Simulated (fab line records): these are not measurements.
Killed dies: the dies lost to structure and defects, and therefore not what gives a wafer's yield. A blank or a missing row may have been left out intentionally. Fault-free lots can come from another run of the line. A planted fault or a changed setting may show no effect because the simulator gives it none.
Matching of chambers ; flow berkeley cmos170 ; rie si-01 running UCB170_GATE_ETCH_15: 4 sister chambers
The step etches poly-Si in HBr/Cl2, stops on SiO2, time 56.3 s, target depth 278.2 nm. 4 wafers are shown with their chamber, then 6 later ones without.

EACH WAFER AND ITS CHAMBER
wafer;chamber;throttle valve pct (%)
L415.6;2;26.79
L414.3;0;26.38
L419.1;3;26.25
L419.5;1;26.49

WAFERS WITHOUT THEIR CHAMBER
wafer;throttle valve pct (%)
L419.6;26.38
L421.3;26.80
L423.3;26.80
L426.3;26.24
L426.5;26.24
L426.6;26.37

EACH ONE'S CHAMBER
wafer;from the rows above;in truth
L419.6;0;0
L421.3;2;2
L423.3;2;2
L426.3;3;3
L426.5;3;3
L426.6;0;0
Correct placement for 6 of the 6. Can't be placed from these rows: 0. Wrongly placed: 0.
How it was worked out, from the rows above alone: a wafer's distance from a chamber is the root of the sum, over the readings, of the square of ((its reading less the chamber's mean) divided by the reading's scatter). If the next closest chamber is less than 2 further off than the closest, the wafer can't be placed; otherwise it belongs to the closest. The mean given for a chamber averages the wafers shown for that chamber. The scatter (one wafer shown for each chamber): square how far every hidden wafer sits from the nearest shown wafer, average those squares and take the square root.
